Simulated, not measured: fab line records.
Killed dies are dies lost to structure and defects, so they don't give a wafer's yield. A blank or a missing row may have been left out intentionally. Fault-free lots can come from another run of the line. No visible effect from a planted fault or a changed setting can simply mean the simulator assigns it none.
Chamber matching || flow berkeley cmos170 || 3 sister chambers for UCB170_V1_CVD_00 on pecvd-02
The step deposits SiO2 from TEOS/O2, target thk 2000 nm, time 250 s. 14 wafers are shown with their chamber, then 7 later ones without.

## WAFERS, EACH WITH ITS CHAMBER
{"wafer": "L973.1", "chamber": 2, "heater power w (W)": 251}
{"wafer": "L973.2", "chamber": 0, "heater power w (W)": 274}
{"wafer": "L973.4", "chamber": 1, "heater power w (W)": 356}
{"wafer": "L974.1", "chamber": 1, "heater power w (W)": 345}
{"wafer": "L974.3", "chamber": 0, "heater power w (W)": 247}
{"wafer": "L974.5", "chamber": 0, "heater power w (W)": 188}
{"wafer": "L975.3", "chamber": 0, "heater power w (W)": 266}
{"wafer": "L975.4", "chamber": 0, "heater power w (W)": 187}
{"wafer": "L975.6", "chamber": 1, "heater power w (W)": 269}
{"wafer": "L980.1", "chamber": 0, "heater power w (W)": 205}
{"wafer": "L980.4", "chamber": 2, "heater power w (W)": 202}
{"wafer": "L980.6", "chamber": 0, "heater power w (W)": 192}
{"wafer": "L982.3", "chamber": 1, "heater power w (W)": 352}
{"wafer": "L982.5", "chamber": 2, "heater power w (W)": 200}

SIGNATURES (averages over the wafers above)
{"reading": "heater power w", "chamber 0": 222.71, "chamber 1": 330.50, "chamber 2": 217.67, "scatter within a chamber": 37.7}
Rule: distance of a wafer from a chamber = root of the sum over the readings of ((wafer's reading minus chamber's mean) / reading's scatter) squared. If the next closest chamber is less than 2 further off than the closest, the wafer can't be placed; otherwise it belongs to the closest. The scatter is the square root of a quotient: the sum, over the shown wafers, of each reading's squared deviation from its chamber's mean, divided by wafers minus chambers.

## WAFERS WITH NO CHAMBER GIVEN
{"wafer": "L982.6", "heater power w (W)": 266}
{"wafer": "L990.1", "heater power w (W)": 312}
{"wafer": "L990.3", "heater power w (W)": 229}
{"wafer": "L990.4", "heater power w (W)": 245}
{"wafer": "L994.1", "heater power w (W)": 243}
{"wafer": "L994.2", "heater power w (W)": 221}
{"wafer": "L994.5", "heater power w (W)": 298}

## WHICH CHAMBER EACH WENT THROUGH
{"wafer": "L982.6", "from the rows above": "can't be placed: 0 or 2 or 1", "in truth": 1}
{"wafer": "L990.1", "from the rows above": "can't be placed: 1 or 0", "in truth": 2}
{"wafer": "L990.3", "from the rows above": "can't be placed: 0 or 2", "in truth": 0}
{"wafer": "L990.4", "from the rows above": "can't be placed: 0 or 2 or 1", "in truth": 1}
{"wafer": "L994.1", "from the rows above": "can't be placed: 0 or 2 or 1", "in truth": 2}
{"wafer": "L994.2", "from the rows above": "can't be placed: 0 or 2", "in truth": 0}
{"wafer": "L994.5", "from the rows above": "can't be placed: 1 or 0 or 2", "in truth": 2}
Placed correctly: 0 of 7. Unplaceable from these rows: 7, with the true chamber sitting among the candidates in 6. Wrongly placed: 0.
